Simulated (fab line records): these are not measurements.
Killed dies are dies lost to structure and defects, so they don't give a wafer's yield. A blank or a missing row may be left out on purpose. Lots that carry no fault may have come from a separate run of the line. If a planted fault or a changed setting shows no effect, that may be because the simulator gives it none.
Check for tools in common    flow rit cmos    Sample size 15 lots and 45 wafers

## WHY IT WAS OPENED
RIT_PLDD_TW_MEAS_10, reading PLDD_TW: flagged on 3 of 15 lots. Wafers without a fault read 2358, standard deviation 16.
Rule: a lot gets a flag if all its wafers with a number sit over 4 standard deviations from that mean, or if no wafer of it has a number. All remaining lots are regarded as sound.

lot   measured     on             PLDD_TW, wafer by wafer  flag
L259  day 2 18:47  film metro-02  2358 2365 2366           
L260  day 3 01:13  film metro-02  2368 2350 2378           
L261  day 3 05:53  film metro-04  2364 2364 2372           
L262  day 3 11:32  film metro-04  2378 2380 2371           
L264  day 3 20:00  film metro-04  2394 2375 2369           
L265  day 4 00:34  film metro-04  2376 2376 2365           
L267  day 4 12:25  film metro-04  2349 2368 2371           
L268  day 4 16:19  film metro-02  2350 2353 2336           
L270  day 5 01:32  film metro-02  30 30 30                 FLAGGED
L271  day 5 07:34  film metro-04  30 30 30                 FLAGGED
L272  day 5 12:35  film metro-04  30 30 30                 FLAGGED
L273  day 5 18:02  film metro-01  2348 2332 2345           
L280  day 7 04:10  film metro-02  2355 2372 2348           
L281  day 7 09:11  film metro-01  2357 2351 2331           
L282  day 7 13:42  film metro-04  2366 2358 2361           
Flagged lots average 30: -2328 relative to the usual, that is -99 or more standard deviations.

## LOT BY LOT: THE TOOL USED
The record keeps 1 process step preceding the reading, out of 202 steps on the route. Cell contents, in order: the tool; ch with the chambers the sampled wafers went through; the start.
lot   flag     RIT_NLDD_STRIP_09
L259           plasma asher-02 ch 0,1, day 2 17:13
L260           plasma asher-02 ch 0,1, day 2 23:38
L261           plasma asher-01 ch 0,1, day 3 04:10
L262           plasma asher-04 ch 0,1, day 3 09:41
L264           plasma asher-01 ch 0,1, day 3 18:10
L265           plasma asher-04 ch 0,1, day 3 22:51
L267           plasma asher-04 ch 0,1, day 4 10:36
L268           plasma asher-01 ch 0,1, day 4 14:36
L270  FLAGGED  plasma asher-04 ch 0,1, day 4 23:41
L271  FLAGGED  plasma asher-02 ch 1, day 5 05:58
L272  FLAGGED  plasma asher-02 ch 0,1, day 5 10:58
L273           plasma asher-04 ch 0,1, day 5 16:29
L280           plasma asher-04 ch 0,1, day 7 02:26
L281           plasma asher-04 ch 0,1, day 7 07:35
L282           plasma asher-04 ch 0,1, day 7 11:58
What these steps do:
- RIT_NLDD_STRIP_09: strips in O2, time 180 s.
- RIT_PLDD_TW_MEAS_10

## FLAGGED AGAINST TOTAL, ONE TOOL AT A TIME (gauges that did the reading follow at the end)
step                 tool             lots run  flagged  share of the flagged lots  sound lots run after its first flagged lot
RIT_NLDD_STRIP_09    plasma asher-01  3         0        none                       -
RIT_NLDD_STRIP_09    plasma asher-02  4         2        some                       0
RIT_NLDD_STRIP_09    plasma asher-04  8         1        some                       4 (L273,L280,L281,L282)
RIT_PLDD_TW_MEAS_10  film metro-01    2         0        none                       -
RIT_PLDD_TW_MEAS_10  film metro-02    5         1        some                       1 (L280)
RIT_PLDD_TW_MEAS_10  film metro-04    8         2        some                       1 (L282)

## THE TABLE: WHAT IT ALLOWS
No row of the table ran every flagged lot.

## WHAT HAD BEEN PUT IN BY THE SIMULATOR
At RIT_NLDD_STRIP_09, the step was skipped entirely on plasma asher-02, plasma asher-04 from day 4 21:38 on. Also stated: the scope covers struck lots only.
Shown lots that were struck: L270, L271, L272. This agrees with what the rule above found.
